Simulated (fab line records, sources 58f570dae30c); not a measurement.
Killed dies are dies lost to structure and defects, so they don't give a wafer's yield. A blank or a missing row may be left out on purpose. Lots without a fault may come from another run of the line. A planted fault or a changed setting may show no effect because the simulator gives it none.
Which tool did it? | flow berkeley_cmos170 | 7 lots, 21 wafers sampled, at 1 step of a route of 331

WHAT THE GAUGES READ, wafer by wafer
UCB170_CONTACT_CD_MEAS_15: target cd 700 nm.
lot  | measured     | on        | cd_nm (nm)
L506 | day 9 00:23  | cd_sem-02 | 699.8 700.9 699.8
L510 | day 9 01:19  | cd_sem-02 | 702.1 700.1 700.8
L517 | day 10 20:28 | cd_sem-01 | 700.3 699.0 699.8
L519 | day 11 14:07 | cd_sem-01 | 699.6 700.4 700.2
L520 | day 12 00:27 | cd_sem-01 | 701.2 701.7 701.9
L524 | day 13 06:18 | cd_sem-02 | 699.4 699.7 700.1
L527 | day 13 19:35 | cd_sem-02 | 699.2 699.5 698.5

WHICH TOOL RAN EACH LOT (tool, then ch and the chambers of the sampled wafers, then the start)
The record holds no process step before these readings.

THE ANSWER, worked out from the rows above alone
Rule: what is usual is taken from the lots themselves. Put in order of their means at a reading, lots are off if they are a third of the lots or fewer, leave a main group of 4 or more, and stand apart from it by a gap of 3 or more times the standard deviation of the main group's means; of several such gaps the widest counts. A main group whose means are all the same, to the digits that the tables above print for the reading, isn't used. A lot without any number at a reading at which 4 lots or more have one is off too. The other lots that the step has rows for count as sound.
No lot is off at any reading shown: from this, nothing can be told.

WHAT THE SIMULATOR HAD PUT IN
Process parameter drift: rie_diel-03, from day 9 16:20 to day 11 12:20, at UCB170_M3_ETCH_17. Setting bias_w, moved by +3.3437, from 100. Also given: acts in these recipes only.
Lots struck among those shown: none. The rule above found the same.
